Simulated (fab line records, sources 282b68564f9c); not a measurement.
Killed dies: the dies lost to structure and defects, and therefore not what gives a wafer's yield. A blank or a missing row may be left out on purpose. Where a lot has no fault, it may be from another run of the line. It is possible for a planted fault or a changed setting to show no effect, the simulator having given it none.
Struck lot and sound lot, side by side -- flow rit_cmos -- 15 steps out of a route of 202
Sound: wafers L338.3, L338.4, L338.5. Wafers L348.2, L348.4, L348.5 were the ones struck. Last of all comes the cause.
Each step with rows lists, per side, the tool, then ch with its chambers, then its first start. Under that, the readings that differ: sound wafers -- struck wafers -- difference of the means -- sigmas: that difference in standard deviations of wafers without a fault.
alike: readings with means less than 2 such deviations apart, plus words and numbers identical on both sides. not compared: withheld readings, readings lacking a value on some wafer, bounds such as >300 that could conceal the same value, and numbers that have no deviation in the record and whose values overlap.
Wherever a step has rows on one side only, a row that says differs or no value, or a row with sigmas, the two part there. When numbers do not overlap yet have no deviation, they are printed without sigmas and do not part them. Lack of a reading on every wafer of one side parts them only where that side has two or more wafers.

first, 4 steps without rows for these wafers: RIT_REOX_CLEAN_00 (cleans in SC1, time 600 s); RIT_REOX_CLEAN_01 (cleans in dHF, time 30.56 s); RIT_REOX_CLEAN_02 (cleans in SC2, time 600 s); RIT_REOX_OXIDATION_03 (target thk 25.2 nm, ox time 5580 s).
RIT_REOX_THK_MEAS_04:
  struck on film_metro-04, day 5 19:52; sound on film_metro-01, day 3 14:53
  alike: REOX_OXIDE_THK
then, 6 steps without rows for these wafers: RIT_NLDD_HMDS_00 (prime time 60 s); RIT_NLDD_COAT_01 (resist thk 1000 nm); RIT_NLDD_SOFTBAKE_02 (time 60 s); RIT_NLDD_EXPOSE_03 (exposes mask M7, target cd 40700 nm); RIT_NLDD_PEB_04; RIT_NLDD_DEVELOP_05 (develop time 50 s).
RIT_NLDD_OVL_MEAS_06:
  struck on overlay-02, day 5 20:46; sound on overlay-01, day 3 15:47
  alike: NLDD_OVL
RIT_NLDD_HARDBAKE_07: time 60 s.
  sound on litho_track-02 ch 0, day 3 15:52; struck on litho_track-02 ch 0, day 5 20:50
reading,sound,struck,difference,sigmas
heater_power_total_W (W),62.57 62.62 62.58,61.51 61.49 61.51,-1.09,-24
plate_temp_C (C),139.90 139.84 139.96,138.32 138.37 138.36,-1.55,-11
after that, 1 step had no rows for these wafers: RIT_NLDD_IMPLANT_08.
RIT_M1_PROBE_99:
  rows exist in the record for the struck wafers here (prober-01, day 6 12:32), but not for the sound ones

== WHERE THEY PART ==
First at RIT_NLDD_HARDBAKE_07; last, within this record, at RIT_M1_PROBE_99.

WHY: what had been put in by the simulator
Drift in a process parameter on litho_track-02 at RIT_NLDD_HARDBAKE_07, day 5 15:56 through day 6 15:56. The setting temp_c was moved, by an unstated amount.
